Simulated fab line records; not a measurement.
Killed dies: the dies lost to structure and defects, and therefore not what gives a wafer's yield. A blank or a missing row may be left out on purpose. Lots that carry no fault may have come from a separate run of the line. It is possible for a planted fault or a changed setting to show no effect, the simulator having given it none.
Matching of chambers | flow berkeley_cmos170 | UCB170_V2_CMP_02 on cmp-02 has 4 sister chambers
The step polishes SiO2. 4 wafers are shown with their chamber, then 8 later ones without.

## WAFERS WITH THEIR CHAMBER
wafer  | chamber | motor_current_A (A)
L442.6 | 0       | 14.1
L448.4 | 2       | 16.9
L448.5 | 3       | 12.8
L450.1 | 1       | 16.2

## WAFERS WITHOUT THEIR CHAMBER
wafer  | motor_current_A (A)
L450.3 | 12.9
L450.5 | 16.6
L455.3 | 18.0
L455.5 | 16.6
L455.6 | 14.3
L457.1 | 13.1
L457.4 | 13.6
L457.6 | 13.4

## THE CHAMBER EACH PASSED THROUGH
wafer  | from the rows above     | in truth
L450.3 | 3                       | 3
L450.5 | can't be placed: 2 or 1 | 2
L455.3 | can't be placed: 2 or 1 | 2
L455.5 | can't be placed: 2 or 1 | 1
L455.6 | 0                       | 0
L457.1 | can't be placed: 3 or 0 | 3
L457.4 | can't be placed: 0 or 3 | 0
L457.6 | can't be placed: 3 or 0 | 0
Correct placement for 2 of the 8. From these rows, 6 cannot be placed; in 6 the true chamber is one of the candidates. Wrongly placed: 0.
How it was worked out, from the rows above alone: a wafer's distance from a chamber is the root of the sum, over the readings, of the square of ((its reading less the chamber's mean) divided by the reading's scatter). The wafer belongs to the nearest chamber; if the next one is less than 2 further off, it can't be placed. For every chamber, the mean is computed from those of its wafers that are shown. The scatter: root of mean squared gap, hidden wafer to nearest shown wafer, with one shown wafer a chamber.
